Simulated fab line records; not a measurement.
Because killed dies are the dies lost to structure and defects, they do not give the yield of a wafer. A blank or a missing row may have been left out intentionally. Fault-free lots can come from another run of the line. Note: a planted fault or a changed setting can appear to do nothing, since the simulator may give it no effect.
Which tool was responsible? | flow berkeley-cmos170 | 14 lots, 42 wafers sampled, at 2 steps of a route of 331

## WHAT EACH GAUGE READ, for each wafer
UCB170_PFIELD_OVL_MEAS_06.
lot  | measured    | on         | PFIELD_OVL (nm)
L552 | day 4 08:34 | overlay-01 | -3 0 5
L551 | day 4 08:48 | overlay-02 | 7 16 3
L553 | day 4 20:53 | overlay-01 | 8 6 7
L555 | day 5 13:25 | overlay-02 | 1 -3 1
L559 | day 6 07:16 | overlay-01 | -1 6 -1
L562 | day 6 12:07 | overlay-01 | 6 6 6
L561 | day 6 12:26 | overlay-01 | 2 7 5
L564 | day 7 05:25 | overlay-01 | -2 6 -2
L569 | day 7 20:07 | overlay-01 | 11 14 11
L567 | day 7 20:22 | overlay-02 | 6 9 0
L570 | day 8 08:58 | overlay-01 | 0 1 5
L571 | day 8 09:15 | overlay-02 | -1 -1 -2
L573 | day 8 15:57 | overlay-02 | 4 6 0
L574 | day 9 00:29 | overlay-02 | 10 7 7

UCB170_NVT_TW_MEAS_09.
lot  | measured     | on            | NVT_TW
L552 | day 5 13:59  | film-metro-03 | 538 534 538
L551 | day 5 14:06  | film-metro-01 | 520 521 520
L553 | day 6 02:45  | film-metro-04 | 521 524 522
L555 | day 6 18:10  | film-metro-03 | 535 537 533
L559 | day 7 11:23  | film-metro-03 | 530 532 533
L562 | day 7 16:41  | film-metro-03 | 530 534 528
L561 | day 7 17:17  | film-metro-01 | 517 520 521
L564 | day 8 07:52  | film-metro-01 | 520 521 518
L569 | day 9 03:41  | film-metro-04 | 519 518 515
L567 | day 9 03:23  | film-metro-03 | 533 531 535
L570 | day 9 12:56  | film-metro-03 | 534 537 535
L571 | day 9 12:49  | film-metro-04 | 523 518 520
L573 | day 9 22:06  | film-metro-03 | 535 535 533
L574 | day 10 03:55 | film-metro-01 | 517 522 521

## TOOL THAT RAN EACH LOT (tool first, then ch and the chambers of the sampled wafers, then the start)
The record shows no process step preceding these readings.

## AS READ BY THE TOOLS THEMSELVES (means over the sampled wafers that have a number; for cases with no such wafer, the mark the record gives instead)
The record holds no such reading with a usual standard deviation.

## THE ANSWER, worked out from the rows above alone
Rule: the lots themselves supply what counts as usual. Put in order of their means at a reading, lots are off if they are a third of the lots or fewer, leave a main group of 4 or more, and stand apart from it by a gap of 3 or more times the standard deviation of the main group's means; of several such gaps the widest counts. A main group whose means are all the same, to the digits that the tables above print for the reading, isn't used. Also off: a lot with no number at a reading for which 4 or more lots have one. All remaining lots with rows at the step are treated as sound. After the gauges, taken in route order, come the tools' own readings; for these a lot's mean is taken, as printed above. The first step at which some lot is off is used, and at that step the reading that is off furthest; a lot without a number counts as furthest.
None of the lots is off at any reading shown; this tells nothing.

## WHAT THE SIMULATOR HAD PUT IN
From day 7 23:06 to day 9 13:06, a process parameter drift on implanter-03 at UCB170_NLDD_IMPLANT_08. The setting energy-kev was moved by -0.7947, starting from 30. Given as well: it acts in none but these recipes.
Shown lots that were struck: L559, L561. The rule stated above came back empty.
